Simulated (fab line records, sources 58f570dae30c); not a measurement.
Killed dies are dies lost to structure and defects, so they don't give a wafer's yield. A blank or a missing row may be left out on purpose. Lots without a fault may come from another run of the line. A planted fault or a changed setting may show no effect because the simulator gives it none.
Which tool did it? | flow berkeley_cmos170 | 14 lots, 42 wafers sampled, at 2 steps of a route of 331

WHAT THE GAUGES READ, wafer by wafer
UCB170_ACTIVE_CD_MEAS_13: target cd 1200 nm.
lot  | measured    | on        | cd_nm (nm)
L750 | day 4 12:46 | cd_sem-01 | 1202.1 1200.2 1201.1
L752 | day 5 01:46 | cd_sem-02 | 1198.8 1196.9 1197.1
L753 | day 5 11:52 | cd_sem-02 | 1199.3 1199.1 1200.8
L757 | day 5 19:39 | cd_sem-02 | 1201.1 1202.0 1201.0
L759 | day 6 06:17 | cd_sem-02 | 1202.4 1201.7 1203.1
L758 | day 6 06:31 | cd_sem-01 | 1202.4 1201.4 1202.1
L760 | day 6 06:44 | cd_sem-02 | 1200.5 1199.5 1200.5
L761 | day 6 15:26 | cd_sem-01 | 1200.7 1200.9 1199.9
L764 | day 7 08:43 | cd_sem-01 | 1201.3 1202.1 1201.7
L763 | day 7 09:08 | cd_sem-01 | 1198.8 1198.7 1199.1
L770 | day 9 14:11 | cd_sem-01 | 1201.6 1202.2 1200.7
L772 | day 9 21:23 | cd_sem-01 | 1201.1 1199.5 1198.6
L771 | day 9 21:38 | cd_sem-01 | 1201.8 1201.0 1200.0
L773 | day 9 21:44 | cd_sem-01 | 1201.5 1200.9 1202.3

UCB170_FIELD_THK_MEAS_02.
lot  | measured     | on            | FIELD_OXIDE_THK (nm)
L750 | day 4 20:22  | film_metro-04 | 551 545 547
L752 | day 5 10:56  | film_metro-04 | 542 546 543
L753 | day 5 22:13  | film_metro-04 | 568 565 564
L757 | day 6 04:29  | film_metro-03 | 562 550 562
L759 | day 6 12:16  | film_metro-01 | 554 547 551
L758 | day 6 12:15  | film_metro-03 | 555 547 547
L760 | day 6 12:20  | film_metro-04 | 564 564 553
L761 | day 7 04:26  | film_metro-03 | 549 560 560
L764 | day 7 21:17  | film_metro-03 | 559 567 556
L763 | day 7 21:19  | film_metro-01 | 549 546 551
L770 | day 9 23:43  | film_metro-01 | 537 541 546
L772 | day 10 10:43 | film_metro-04 | 536 534 535
L771 | day 10 10:40 | film_metro-04 | 539 533 535
L773 | day 10 10:39 | film_metro-03 | 568 548 543

WHICH TOOL RAN EACH LOT (tool, then ch and the chambers of the sampled wafers, then the start)
The record holds no process step before these readings.

WHAT THE TOOLS THEMSELVES READ (means of the sampled wafers that have a number; where no wafer has one, the mark that the record gives instead)
The record holds no such reading with a usual standard deviation.

THE ANSWER, worked out from the rows above alone
Rule: what is usual is taken from the lots themselves. Put in order of their means at a reading, lots are off if they are a third of the lots or fewer, leave a main group of 4 or more, and stand apart from it by a gap of 3 or more times the standard deviation of the main group's means; of several such gaps the widest counts. A main group whose means are all the same, to the digits that the tables above print for the reading, isn't used. A lot without any number at a reading at which 4 lots or more have one is off too. The other lots that the step has rows for count as sound. The gauges are gone through in route order, then the tools' own readings, and for those a lot's mean is taken as printed above. The first step at which some lot is off is used, and at that step the reading that is off furthest; a lot without a number counts as furthest.
No lot is off at any reading shown: from this, nothing can be told.

WHAT THE SIMULATOR HAD PUT IN
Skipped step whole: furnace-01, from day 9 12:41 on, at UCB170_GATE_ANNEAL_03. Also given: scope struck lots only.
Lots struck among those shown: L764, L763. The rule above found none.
